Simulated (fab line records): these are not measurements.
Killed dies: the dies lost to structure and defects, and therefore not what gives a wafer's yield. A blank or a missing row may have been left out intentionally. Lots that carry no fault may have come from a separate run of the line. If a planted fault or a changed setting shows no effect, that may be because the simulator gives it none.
A lot that was struck, set against a sound lot	flow rit_cmos	28 out of 202 route steps
Sound: the wafers L503.1, L503.2, L503.6. Wafers struck: L511.1, L511.3, L511.4. At the end, the cause is stated.
At each step with rows: each side's tool, then ch and its chambers, then its first start. Under that, the readings that differ: sound wafers	struck wafers	difference of the means	sigmas: that difference in standard deviations of wafers without a fault.
alike: a reading whose means differ by less than 2 such deviations, as well as words and numbers matching on both sides. not compared: withheld readings; readings where some wafer has no value; bounds like >300 that might hide an equal value; numbers whose values overlap and for which the record gives no deviation.
A row with sigmas, a row that says differs or no value, or rows on one side alone: a step with any of these is where the two part. Non-overlapping numbers with no deviation appear without sigmas and do not part them. Lack of a reading on every wafer of one side parts them only where that side has two or more wafers.

RIT_ACTIVE_BOW_MEAS_00:
  sound on film_metro-01, day 2 06:00; struck on film_metro-01, day 3 22:00
  alike: INCOMING_BOW
RIT_ACTIVE_OXIDATION_01: target thk 46.8 nm, ox time 3360 s.
  sound on furnace-04 ch 0, day 2 07:06; struck on furnace-04 ch 0, day 3 23:06
reading	sound	struck	difference	sigmas
model.SiO2_of_ACTIVE_OXIDATION_01.thk_nm (nm)	46.05 45.65 45.97	51.79 51.37 50.98	+5.49	
  alike: spike_tc_load_C, zone_power_source_pct
RIT_ACTIVE_THK_MEAS_02:
  sound on film_metro-03, day 2 09:02; struck on film_metro-02, day 4 01:02
reading	sound	struck	difference	sigmas
ACTIVE_OXIDE_THK (nm)	46.1 45.6 46.0	51.7 51.4 51.0	+5.5	+6
then, 1 step without rows for these wafers: RIT_ACTIVE_CVD_03 (deposits Si3N4 from SiH2Cl2/NH3, target thk 150 nm, time 1500 s).
RIT_ACTIVE_THK_MEAS_04:
  sound on film_metro-01, day 2 10:31; struck on film_metro-01, day 4 02:31
  alike: ACTIVE_NITRIDE_THK
then, 6 steps without rows for these wafers: RIT_ACTIVE_HMDS_05 (prime time 60 s); RIT_ACTIVE_COAT_06 (resist thk 1000 nm); RIT_ACTIVE_SOFTBAKE_07 (time 60 s); RIT_ACTIVE_EXPOSE_08 (exposes mask M1, target cd 1400 nm); RIT_ACTIVE_PEB_09; RIT_ACTIVE_DEVELOP_10 (develop time 50 s).
RIT_ACTIVE_CD_MEAS_11: target cd 1400 nm.
  sound on cd_sem-01, day 2 11:25; struck on cd_sem-01, day 4 03:25
  alike: cd_nm
then, 1 step without rows for these wafers: RIT_ACTIVE_HARDBAKE_12 (time 60 s).
RIT_ACTIVE_ETCH_13: etches Si3N4 in SF6, stops on SiO2, time 210 s, target depth 210 nm.
  sound on rie_diel-03 ch 0,3, day 2 11:44; struck on rie_diel-02 ch 0,2, day 4 03:41
  alike: chamber_pressure_mTorr, drypump_motor_current_A, oes_product_au, throttle_valve_pct
  not compared: rf_hours_counter_h
RIT_ACTIVE_STRIP_14: strips in O2, time 180 s.
  sound on plasma_asher-02 ch 0,1, day 2 11:52; struck on plasma_asher-01 ch 0,1, day 4 03:49
  alike: chamber_pressure_mTorr, drypump_motor_current_A
  not compared: rf_hours_counter_h
RIT_ACTIVE_CD_MEAS_90: target cd 1400 nm.
  sound on cd_sem-01, day 2 12:02; struck on cd_sem-01, day 4 04:00
  alike: cd_nm
then, 4 steps without rows for these wafers: RIT_ACTIVE_CLEAN_15 (cleans in SC1, time 600 s); RIT_ACTIVE_CLEAN_16 (cleans in dHF, time 30 s); RIT_ACTIVE_CLEAN_17 (cleans in SC2, time 600 s); RIT_FOX1_OXIDATION_00 (target thk 350.7 nm, ox time 1130 s).
RIT_FOX1_THK_MEAS_01:
  sound on film_metro-04, day 2 14:22; struck on film_metro-04, day 4 08:34
  alike: FOX1_OXIDE_THK
then, 2 steps without rows for these wafers: RIT_FOX1_WET_ETCH_02 (etches SiO2 in BOE, target depth 350 nm, time 390 s); RIT_FOX2_OXIDATION_00 (target thk 350.7 nm, ox time 1130 s).
RIT_FOX2_THK_MEAS_01:
  sound on film_metro-04, day 2 15:52; struck on film_metro-03, day 4 10:08
  alike: FOX2_OXIDE_THK
then, 1 step without rows for these wafers: RIT_FOX2_CLEAN_02 (cleans in dHF, time 180 s).
RIT_FOX2_WET_ETCH_03: etches Si3N4 in H3PO4, target depth 195 nm, time 2801 s.
  sound on wet_bench-03 ch 1, day 2 15:59; struck on wet_bench-02 ch 1, day 4 10:15
reading	sound	struck	difference	sigmas
model.SiO2_of_ACTIVE_OXIDATION_01.thk_nm (nm)	40.21 36.02 36.26	45.85 44.87 45.13	+7.79	
RIT_FOX2_THK_MEAS_90:
  sound on film_metro-04, day 2 16:44; struck on film_metro-03, day 4 11:01
  alike: FIELD_OXIDE_LEFT_1_THK
RIT_M1_PROBE_99:
  sound on prober-02, day 4 10:16; struck on prober-02, day 6 03:42
reading	sound	struck	difference	sigmas
model.etest.nldd.width_nm (nm)	3206 3220 3205	3113 3131 3134	-84	
model.etest.pldd.width_nm (nm)	3199 3210 3185	3135 3122 3105	-77	
  alike: killed_at_M0_to_M3, killed_at_contacts, killed_at_front_end, killed_dies, killed_on_rim, killed_open, killed_short

WHERE THEY PART
At RIT_ACTIVE_THK_MEAS_02 and nowhere else, as far as this record goes. Later steps at which nothing parts them and some readings are alike: RIT_ACTIVE_THK_MEAS_04, RIT_ACTIVE_CD_MEAS_11, RIT_ACTIVE_ETCH_13, RIT_ACTIVE_STRIP_14, RIT_ACTIVE_CD_MEAS_90, RIT_FOX1_THK_MEAS_01, RIT_FOX2_THK_MEAS_01, RIT_FOX2_THK_MEAS_90, RIT_M1_PROBE_99.

WHY: the cause the simulator had injected
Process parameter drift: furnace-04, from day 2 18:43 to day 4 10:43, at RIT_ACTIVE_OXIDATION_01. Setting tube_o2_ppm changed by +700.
